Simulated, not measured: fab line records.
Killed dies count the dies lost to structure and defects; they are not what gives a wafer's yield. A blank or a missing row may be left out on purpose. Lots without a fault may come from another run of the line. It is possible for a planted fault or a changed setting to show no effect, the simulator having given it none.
fab line records	flow rit_cmos
record: lots: 14	wafers: 42	last_day: 7
route steps=202 shown NWELL@34 NLDD@108 PLDD@123 NSD@137 M1@202
lots with no fault: from the same line, run without faults
start_h: hours from the record's opening day to when the first of the lot's shown wafers began	wait_h: hours from the lot's prior step to this one	" the same as in the row above	L1.1+2: a single row standing in for several wafers	- no value, or no start given	* or withheld: withheld	< > ~ a bound
route shown NAME@n: a module of which the file shows steps, and the number in the route of the first	usual: mean/standard deviation taken from wafers without a fault	same: alike in all rows	chamber/n: place in a boat	sites: readings site by site	_std_site: the values' standard deviation	_edge_site: outer sites' mean less inner sites'	radius_mm: how far each site lies from the wafer's centre	mask NAME#n: copy n	behind: the tool/chamber that last shaped the wafer	hold: what put the lot on hold/how long, in hours/how the hold closed	device: whichever transistor did not switch (one of n, p or np)	end of line: tests of these same wafers at the route's end	step lacking rows: just its recipe	killed: dies lost to structure and defects at the first sort, not the wafer's yield	map: per-die view of a wafer (x killed, . not killed, _ where there is no die)
set.NAME: the setting as run; set.NAME@STEP: as run at that earlier step	model.NAME: the simulator's own value behind a step, which no gauge read
route steps across a sampled set of lots; one table per step, one row per wafer
services: the hour from which a tool's chamber was out of use, counted from the record's first day as start_h (under 0 if before that day), plus the number of hours and why
== steps ==
step: RIT_NWELL_OVL_MEAS_06
usual: NWELL_OVL: 1.3/1.3
lot.wafer	tool	chamber	start_h	wait_h	NWELL_OVL[nm]
L891.4	overlay-02	-	21.14	-	0.7
L891.5	"	-	"	"	0.4
L891.6	"	-	"	"	0.5
L892.3	overlay-01	-	28.63	-	1.8
L892.5	"	-	"	"	0.7
L892.6	"	-	"	"	-0.2
L893.2	overlay-01	-	31.62	-	0.5
L893.4	"	-	"	"	0.5
L893.5	"	-	"	"	0.8
L894.1	overlay-01	-	36.14	-	1.2
L894.2	"	-	"	"	1.0
L894.6	"	-	"	"	-0.1
L895.2	overlay-02	-	40.50	-	1.7
L895.3	"	-	"	"	2.6
L895.6	"	-	"	"	3.0
L896.3	overlay-01	-	45.37	-	4.4
L896.4	"	-	"	"	0.0
L896.5	"	-	"	"	2.0
L897.2	overlay-02	-	51.07	-	-1.4
L897.3	"	-	"	"	-1.1
L897.5	"	-	"	"	-0.2
L898.2	overlay-01	-	56.08	-	-0.3
L898.3	"	-	"	"	-0.8
L898.6	"	-	"	"	1.6
L899.1	overlay-01	-	61.48	-	2.4
L899.2	"	-	"	"	2.5
L899.4	"	-	"	"	2.5
L900.2	overlay-02	-	66.36	-	2.8
L900.3	"	-	"	"	2.6
L900.5	"	-	"	"	3.2
L903.2	overlay-02	-	80.28	-	2.2
L903.3	"	-	"	"	2.0
L903.6	"	-	"	"	0.6
L907.4	overlay-01	-	100.34	-	1.6
L907.5	"	-	"	"	2.9
L907.6	"	-	"	"	3.1
L909.2	overlay-02	-	116.58	-	0.9
L909.4	"	-	"	"	0.6
L909.6	"	-	"	"	2.4
L910.3	overlay-01	-	118.16	-	0.9
L910.5	"	-	"	"	3.3
L910.6	"	-	"	"	0.8
step: RIT_NLDD_DEVELOP_05
recipe: resist: NOVOLAK	develop_time_s: 50	dev_temp_c: 23
usual: chill_plate_temp_C: 23.01/0.11	resist_line_temp_C: 23.01/0.11
lot.wafer	tool	chamber	start_h	wait_h	chill_plate_temp_C	resist_line_temp_C
L891.4	litho_track-01	0	42	-	22.85	23.01
L891.5	"	0	"	"	22.93	22.91
L891.6	"	0	"	"	22.84	23.07
L892.3	litho_track-02	0	48	-	22.79	23.09
L892.5	"	0	"	"	23.00	22.92
L892.6	"	0	"	"	23.08	23.10
L893.2	litho_track-03	0	51	-	22.97	23.28
L893.4	"	0	52	-	22.95	23.19
L893.5	"	0	"	"	22.87	23.10
L894.1	litho_track-02	0	56	-	23.04	23.08
L894.2	"	0	"	"	23.02	22.97
L894.6	"	0	"	"	22.99	23.00
L895.2	litho_track-01	0	61	-	22.92	23.11
L895.3	"	0	"	"	22.97	23.02
L895.6	"	0	"	"	22.91	23.21
L896.3	litho_track-01	0	67	-	23.27	22.95
L896.4	"	0	"	"	23.08	22.91
L896.5	"	0	"	"	22.98	23.07
L897.2	litho_track-03	0	71	-	22.77	22.98
L897.3	"	0	"	"	23.03	22.99
L897.5	"	0	"	"	23.07	22.95
L898.2	litho_track-02	0	76	-	22.90	22.90
L898.3	"	0	"	"	23.24	22.93
L898.6	"	0	"	"	22.99	22.92
L899.1	litho_track-03	0	82	-	23.02	23.01
L899.2	"	0	"	"	23.08	23.00
L899.4	"	0	"	"	23.11	23.03
L900.2	litho_track-02	0	87	-	22.96	22.82
L900.3	"	0	"	"	22.87	22.93
L900.5	"	0	"	"	23.06	22.81
L903.2	litho_track-01	0	101	-	23.12	22.94
L903.3	"	0	"	"	22.95	22.98
L903.6	"	0	"	"	23.08	22.89
L907.4	litho_track-03	0	121	-	22.81	23.07
L907.5	"	0	"	"	22.90	23.13
L907.6	"	0	"	"	23.01	23.08
L909.2	litho_track-03	0	137	-	23.07	23.09
L909.4	"	0	"	"	23.21	23.05
L909.6	"	0	"	"	22.91	22.94
L910.3	litho_track-02	0	139	-	22.93	22.87
L910.5	"	0	"	"	23.00	22.82
L910.6	"	0	"	"	23.09	22.92
step: RIT_NLDD_TW_MEAS_10
usual: NLDD_TW: 2490/22
lot.wafer	tool	chamber	start_h	wait_h	hold	NLDD_TW
L891.4	film_metro-02	-	42.65	0.1	-	2482
L891.5	"	-	"	"	-	2485
L891.6	"	-	"	"	-	2466
L892.3	film_metro-04	-	49.25	0.1	-	2517
L892.5	"	-	"	"	-	2513
L892.6	"	-	"	"	-	2511
L893.2	film_metro-03	-	52.61	0.1	-	2504
L893.4	"	-	"	"	-	2509
L893.5	"	-	"	"	-	2508
L894.1	film_metro-04	-	56.78	0.1	-	2507
L894.2	"	-	"	"	-	2485
L894.6	"	-	"	"	-	2513
L895.2	film_metro-03	-	62.28	0.1	-	2506
L895.3	"	-	"	"	-	2511
L895.6	"	-	"	"	-	2504
L896.3	film_metro-04	-	67.78	0.1	-	2493
L896.4	"	-	"	"	-	2515
L896.5	"	-	"	"	-	2497
L897.2	film_metro-04	-	71.67	0.1	-	2511
L897.3	"	-	"	"	-	2489
L897.5	"	-	"	"	-	2502
L898.2	film_metro-02	-	76.80	0.1	-	2454
L898.3	"	-	"	"	-	2467
L898.6	"	-	"	"	-	2461
L899.1	film_metro-03	-	83.43	0.1	-	2463
L899.2	"	-	"	"	-	2467
L899.4	"	-	"	"	-	2468
L900.2	film_metro-04	-	87.66	0.1	-	2514
L900.3	"	-	"	"	-	2518
L900.5	"	-	"	"	-	2522
L903.2	film_metro-02	-	102.24	0.1	-	2471
L903.3	"	-	"	"	-	2463
L903.6	"	-	"	"	-	2462
L907.4	film_metro-03	-	121.95	0.1	await_dispo/0.2h/release	30
L907.5	"	-	"	"	await_dispo/0.2h/release	30
L907.6	"	-	"	"	await_dispo/0.2h/release	29
L907.4	film_metro-03	-	122.18	0.2	-	30
L907.5	"	-	"	"	-	30
L907.6	"	-	"	"	-	30
L909.2	film_metro-04	-	137.95	0.1	await_dispo/0.2h/release	30
L909.4	"	-	"	"	await_dispo/0.2h/release	30
L909.6	"	-	"	"	await_dispo/0.2h/release	30
L909.2	film_metro-04	-	138.18	0.2	-	30
L909.4	"	-	"	"	-	30
L909.6	"	-	"	"	-	30
L910.3	film_metro-04	-	140.51	0.1	-	2519
L910.5	"	-	"	"	-	2513
L910.6	"	-	"	"	-	2522
step: RIT_PLDD_STRIP_09
recipe: chemistry: O2	time_s: 180	resist: NOVOLAK	platen_temp_c: withheld	power_w: 500	pressure_mtorr: 4000	o2_flow_sccm: 4000
usual: drypump_motor_current_A: 5.5/0.34
lot.wafer	tool	chamber	start_h	wait_h	drypump_motor_current_A	rf_hours_counter_h
L891.4	plasma_asher-04	1	43.93	0.1	5.0	-
L891.5	"	1	"	"	5.0	-
L891.6	"	0	"	"	5.5	-
L892.3	plasma_asher-02	0	50.66	0.1	5.7	-
L892.5	"	0	"	"	5.8	-
L892.6	"	1	"	"	5.8	-
L893.2	plasma_asher-01	1	53.98	0.1	6.0	41
L893.4	"	0	"	"	5.6	-
L893.5	"	1	"	"	6.0	-
L894.1	plasma_asher-02	0	58.03	0.1	5.8	41
L894.2	"	1	"	"	5.8	41
L894.6	"	1	"	"	5.8	-
L895.2	plasma_asher-02	1	63.52	0.1	5.8	41
L895.3	"	1	"	"	5.8	-
L895.6	"	0	"	"	5.8	-
L896.3	plasma_asher-02	0	69.07	0.1	5.7	-
L896.4	"	1	"	"	5.8	-
L896.5	"	0	"	"	5.8	-
L897.2	plasma_asher-01	1	72.91	0.1	6.0	43
L897.3	"	1	"	"	6.0	-
L897.5	"	0	"	"	5.6	-
L898.2	plasma_asher-02	0	78.16	0.1	5.8	43
L898.3	"	0	"	"	5.7	-
L898.6	"	1	"	"	5.8	-
L899.1	plasma_asher-01	0	84.80	0.1	5.6	45
L899.2	"	1	"	"	6.0	45
L899.4	"	1	"	"	6.0	-
L900.2	plasma_asher-04	1	89.03	0.1	5.0	47
L900.3	"	0	"	"	5.5	-
L900.5	"	1	"	"	4.9	-
L903.2	plasma_asher-02	0	103.48	0.1	5.8	46
L903.3	"	1	"	"	5.8	-
L903.6	"	0	"	"	5.8	-
L910.3	plasma_asher-04	1	142.00	0.1	5.0	-
L910.5	"	0	"	"	5.5	-
L910.6	"	1	"	"	5.0	-
step: RIT_NSD_OVL_MEAS_06
usual: NSD_OVL: 0.5/1.5
lot.wafer	tool	chamber	start_h	wait_h	NSD_OVL[nm]
L891.4	overlay-01	-	47.64	-	1.8
L891.5	"	-	"	"	1.7
L891.6	"	-	"	"	2.2
L892.3	overlay-02	-	54.19	-	0.4
L892.5	"	-	"	"	-0.1
L892.6	"	-	"	"	0.9
L893.2	overlay-02	-	59.13	-	1.2
L893.4	"	-	"	"	0.5
L893.5	"	-	"	"	2.0
L894.1	overlay-02	-	64.08	-	-2.5
L894.2	"	-	"	"	-2.3
L894.6	"	-	"	"	-4.3
L895.2	overlay-01	-	68.12	-	1.2
L895.3	"	-	"	"	0.6
L895.6	"	-	"	"	2.5
L896.3	overlay-02	-	72.95	-	2.7
L896.4	"	-	"	"	1.0
L896.5	"	-	"	"	0.6
L897.2	overlay-01	-	76.65	-	0.4
L897.3	"	-	"	"	-0.4
L897.5	"	-	"	"	1.2
L898.2	overlay-02	-	81.76	-	-0.9
L898.3	"	-	"	"	-2.2
L898.6	"	-	"	"	-0.2
L899.1	overlay-02	-	88.41	-	1.2
L899.2	"	-	"	"	0.3
L899.4	"	-	"	"	0.1
L900.2	overlay-02	-	92.62	-	0.6
L900.3	"	-	"	"	-2.1
L900.5	"	-	"	"	-1.0
L903.2	overlay-02	-	107.49	-	0.1
L903.3	"	-	"	"	0.8
L903.6	"	-	"	"	2.5
L910.3	overlay-01	-	146.65	-	-2.0
L910.5	"	-	"	"	3.6
L910.6	"	-	"	"	0.9
step: RIT_M1_PROBE_99
usual: defect_limited_yield: 97.3/1.1	killed_at_contacts: 0.1/0.25	killed_at_front_end: 7.1/2.9	killed_dies: 7.2/2.9	killed_open: 3.6/1.9	killed_short: 3.5/1.9	sort_bin_3_pad_short: 0.1/0.22	sort_bin_5_function: 1.5/0.77	sort_bin_6_memory: 1.1/0.67	sort_n_pass: 256.8/2.9	sort_yield_pct: 97.3/1.1
same: gross_dies: 264	killed_at_M0_to_M3: 0	killed_at_M4_up: 0	killed_at_back_side: 0	killed_at_other: 0
lot.wafer	tool	chamber	start_h	wait_h	defect_limited_yield[%]	killed_at_contacts	killed_at_front_end	killed_dies	killed_open	killed_short	sort_bin_3_pad_short[%]	sort_bin_5_function[%]	sort_bin_6_memory[%]	sort_n_pass	sort_yield_pct[%]
L891.4	prober-02	-	57.88	0.2	97.7	0	6	6	4	2	0	1.5	0.8	258.0	97.7
L891.5	prober-02	-	57.93	0.2	98.5	0	4	4	4	0	0	1.1	0.4	260.0	98.5
L891.6	prober-02	-	57.98	0.2	97.3	0	7	7	2	5	0.4	1.5	0.8	257.0	97.3
L892.3	prober-01	-	64.33	0.2	98.9	1	2	3	0	3	0.4	0.4	0.4	261.0	98.9
L892.5	prober-01	-	64.43	0.2	97.7	0	6	6	4	2	0	1.5	0.8	258.0	97.7
L892.6	prober-01	-	64.48	0.2	97.0	0	8	8	3	5	0.4	1.1	1.5	256.0	97.0
L893.2	prober-02	-	70.52	0.1	97.7	0	6	6	2	4	0.4	1.5	0.4	258.0	97.7
L893.4	prober-02	-	70.62	0.2	98.1	0	5	5	0	5	0.4	0.8	0.8	259.0	98.1
L893.5	prober-02	-	70.67	0.2	97.3	0	7	7	5	2	0	1.1	1.5	257.0	97.3
L894.1	prober-01	-	74.26	0.1	98.5	0	4	4	2	2	0	0.8	0.8	260.0	98.5
L894.2	prober-01	-	74.31	0.1	97.3	0	7	7	4	3	0.4	1.5	0.8	257.0	97.3
L894.6	prober-01	-	74.51	0.2	98.9	0	3	3	1	2	0	0.8	0.4	261.0	98.9
L895.2	prober-02	-	78.51	0.1	98.5	0	4	4	4	0	0	0.8	0.8	260.0	98.5
L895.3	prober-02	-	78.56	0.2	97.0	0	8	8	6	2	0.4	0.8	1.9	256.0	97.0
L895.6	prober-02	-	78.71	0.2	96.6	1	8	9	4	5	0.4	1.5	1.5	255.0	96.6
L896.3	prober-01	-	83.77	0.2	98.9	0	3	3	3	0	0	1.1	0	261.0	98.9
L896.4	prober-01	-	83.82	0.2	97.0	0	8	8	5	3	0	1.5	1.5	256.0	97.0
L896.5	prober-01	-	83.87	0.2	95.8	0	11	11	7	4	0.4	2.7	1.1	253.0	95.8
L897.2	prober-02	-	87.01	0.1	95.5	0	12	12	7	5	0	2.7	1.9	252.0	95.5
L897.3	prober-02	-	87.06	0.2	98.5	0	4	4	1	3	0.4	0.8	0.4	260.0	98.5
L897.5	prober-02	-	87.16	0.2	96.2	0	10	10	4	6	0.4	2.7	0.8	254.0	96.2
L898.2	prober-01	-	91.58	0.1	98.9	0	3	3	3	0	0	0.8	0.4	261.0	98.9
L898.3	prober-01	-	91.63	0.2	97.7	0	6	6	4	2	0	0.4	1.9	258.0	97.7
L898.6	prober-01	-	91.78	0.2	96.6	0	9	9	5	4	0.4	2.3	0.8	255.0	96.6
L899.1	prober-01	-	98.12	0.1	98.1	0	5	5	4	1	0	1.9	0	259.0	98.1
L899.2	prober-01	-	98.17	0.1	99.2	0	2	2	1	1	0	0.4	0.4	262.0	99.2
L899.4	prober-01	-	98.27	0.2	98.5	0	4	4	0	4	0.4	1.1	0	260.0	98.5
L900.2	prober-02	-	102.50	0.1	97.3	0	7	7	4	3	0	1.5	1.1	257.0	97.3
L900.3	prober-02	-	102.55	0.2	98.1	0	5	5	3	2	0.4	1.1	0.4	259.0	98.1
L900.5	prober-02	-	102.65	0.2	98.5	0	4	4	3	1	0	0.8	0.8	260.0	98.5
L903.2	prober-01	-	117.61	0.1	98.1	0	5	5	4	1	0	0.8	1.1	259.0	98.1
L903.3	prober-01	-	117.66	0.2	98.1	0	5	5	2	3	0	1.1	0.8	259.0	98.1
L903.6	prober-01	-	117.81	0.2	98.5	0	4	4	0	4	0	0.4	1.1	260.0	98.5
L910.3	prober-02	-	156.67	0.2	96.6	0	9	9	3	5	0.4	1.5	1.5	255.0	96.6
L910.5	prober-02	-	156.77	0.2	97.3	0	7	7	2	4	0.4	1.1	1.1	257.0	97.3
L910.6	prober-02	-	156.82	0.2	95.5	0	12	12	7	5	0	2.3	2.3	252.0	95.5
killed by level:class
L891.4 GATE:geometric_particle:short=2 REOX:geometric_particle:open=2 SPACER:geometric_particle:open=1 SILICIDE:geometric_particle:open=1
L891.5 GATE:geometric_particle:open=3 FOX2:geometric_particle:open=1
L891.6 SPACER:geometric_particle:short=3 GATE:geometric_particle:short=2 FOX2:geometric_particle:open=1 SPACER:geometric_particle:open=1
L892.3 GATE:geometric_particle:short=2 CONTACT:geometric_particle:short=1
L892.5 FOX1:geometric_particle:open=1 FOX1:geometric_particle:short=1 GATE:geometric_particle:open=1 REOX:geometric_particle:open=1 SPACER:geometric_particle:short=1 SPACER:geometric_particle:open=1
L892.6 REOX:geometric_particle:short=3 REOX:geometric_particle:open=2 FOX1:geometric_particle:short=1 GATE:geometric_particle:open=1 GATE:geometric_particle:short=1
L893.2 GATE:geometric_particle:short=2 FOX1:geometric_particle:open=1 FOX2:geometric_particle:short=1 GATE:geometric_particle:open=1 SPACER:geometric_particle:short=1
L893.4 GATE:geometric_particle:short=2 REOX:geometric_particle:short=1 SPACER:geometric_particle:short=1 SILICIDE:geometric_particle:short=1
L893.5 FOX2:geometric_particle:open=2 GATE:geometric_particle:open=1 SPACER:geometric_particle:short=1 SPACER:geometric_particle:open=1 SILICIDE:geometric_particle:open=1 SILICIDE:geometric_particle:short=1
L894.1 FOX1:geometric_particle:open=2 FOX1:geometric_particle:short=1 FOX2:geometric_particle:short=1
L894.2 GATE:geometric_particle:open=4 FOX2:geometric_particle:short=1 GATE:geometric_particle:short=1 REOX:geometric_particle:short=1
L894.6 SILICIDE:geometric_particle:short=2 FOX2:geometric_particle:open=1
L895.2 FOX1:geometric_particle:open=2 GATE:geometric_particle:open=2
L895.3 REOX:geometric_particle:open=3 GATE:geometric_particle:open=2 FOX1:geometric_particle:open=1 FOX1:geometric_particle:short=1 GATE:geometric_particle:short=1
L895.6 GATE:geometric_particle:short=4 GATE:geometric_particle:open=2 FOX1:geometric_particle:short=1 SPACER:geometric_particle:open=1 CONTACT:geometric_particle:open=1
L896.3 FOX2:geometric_particle:open=2 REOX:geometric_particle:open=1
L896.4 GATE:geometric_particle:open=3 GATE:geometric_particle:short=2 REOX:geometric_particle:open=1 SILICIDE:geometric_particle:short=1 SILICIDE:geometric_particle:open=1
L896.5 GATE:geometric_particle:open=3 FOX1:geometric_particle:open=2 REOX:geometric_particle:short=2 SILICIDE:geometric_particle:open=2 FOX2:geometric_particle:short=1 SILICIDE:geometric_particle:short=1
L897.2 SILICIDE:geometric_particle:open=3 SPACER:geometric_particle:short=2 FOX1:geometric_particle:short=1 FOX1:geometric_particle:open=1 FOX2:geometric_particle:open=1 FOX2:geometric_particle:short=1 GATE:geometric_particle:open=1 GATE:geometric_particle:short=1
L897.3 FOX2:geometric_particle:short=2 FOX1:geometric_particle:short=1 FOX2:geometric_particle:open=1
L897.5 GATE:geometric_particle:short=2 GATE:geometric_particle:open=2 SILICIDE:geometric_particle:short=2 FOX2:geometric_particle:short=1 SPACER:geometric_particle:open=1 SPACER:geometric_particle:short=1 SILICIDE:geometric_particle:open=1
L898.2 SPACER:geometric_particle:open=2 REOX:geometric_particle:open=1
L898.3 FOX1:geometric_particle:short=1 GATE:geometric_particle:open=1 GATE:geometric_particle:short=1 REOX:geometric_particle:open=1 SPACER:geometric_particle:open=1 SILICIDE:geometric_particle:open=1
L898.6 GATE:geometric_particle:short=3 GATE:geometric_particle:open=2 FOX1:geometric_particle:open=1 REOX:geometric_particle:open=1 SPACER:geometric_particle:short=1 SILICIDE:geometric_particle:open=1
L899.1 SPACER:geometric_particle:open=2 FOX1:geometric_particle:short=1 FOX1:geometric_particle:open=1 GATE:geometric_particle:open=1
L899.2 FOX1:geometric_particle:open=1 SPACER:geometric_particle:short=1
L899.4 SPACER:geometric_particle:short=2 FOX1:geometric_particle:short=1 GATE:geometric_particle:short=1
L900.2 GATE:geometric_particle:open=2 FOX2:geometric_particle:short=1 GATE:geometric_particle:short=1 REOX:geometric_particle:short=1 SPACER:geometric_particle:open=1 SILICIDE:geometric_particle:open=1
L900.3 REOX:geometric_particle:short=2 FOX1:geometric_particle:open=1 GATE:geometric_particle:open=1 REOX:geometric_particle:open=1
L900.5 FOX1:geometric_particle:open=1 GATE:geometric_particle:open=1 REOX:geometric_particle:open=1 SILICIDE:geometric_particle:short=1
L903.2 FOX2:geometric_particle:open=2 GATE:geometric_particle:open=2 GATE:geometric_particle:short=1
L903.3 REOX:geometric_particle:short=2 GATE:geometric_particle:short=1 GATE:geometric_particle:open=1 REOX:geometric_particle:open=1
L903.6 REOX:geometric_particle:short=2 GATE:geometric_particle:short=1 SILICIDE:geometric_particle:short=1
L910.3 GATE:geometric_particle:short=4 GATE:geometric_particle:open=2 REOX:geometric_particle:open=1 SILICIDE:geometric_particle:short=1 PSD:coat_microbubble_printed=1
L910.5 SILICIDE:geometric_particle:short=3 GATE:geometric_particle:open=1 GATE:geometric_particle:short=1 REOX:geometric_particle:open=1 NSD:coat_microbubble_printed=1
L910.6 GATE:geometric_particle:open=6 GATE:geometric_particle:short=3 REOX:geometric_particle:short=1 REOX:geometric_particle:open=1 SILICIDE:geometric_particle:short=1
== services ==
tool	chamber	start_h	hours	kind
plasma_asher-02	-	19.21	2.5	repair
plasma_asher-01	-	34.24	5.5	repair
plasma_asher-04	-	52.02	1.9	repair
plasma_asher-01	-	108.75	9.0	pm
plasma_asher-01	0	108.75	9.0	vent_cycle
plasma_asher-01	1	108.75	9.0	vent_cycle
plasma_asher-02	-	109.32	2.8	pm
plasma_asher-01	0	117.75	-	clean
plasma_asher-01	1	117.75	-	clean
== key ==
first_sign: step: RIT_NLDD_TW_MEAS_10	reading: visit	direction: added
effect: step: RIT_NLDD_TW_MEAS_10	reading: NLDD_TW	direction: down	sigmas: 99+	usual: 2490	struck: 30
met_at RIT_NLDD_DEVELOP_05
struck_lots L907,L909
scrapped_behind RIT_NLDD_TW_MEAS_10 L907.4,L907.5,L907.6,L909.2,L909.4,L909.6
not_acting_at RIT_NWELL_OVL_MEAS_06,RIT_PLDD_STRIP_09,RIT_NSD_OVL_MEAS_06
onset_between 82 121
fault: kind: process_parameter_drift	tool: litho_track-03	chamber: -	onset_h: 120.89	steps: RIT_NLDD_DEVELOP_05	channel: develop_time_s	offset: *	shape: step	end_h: 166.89	acts_in: *	stated: *
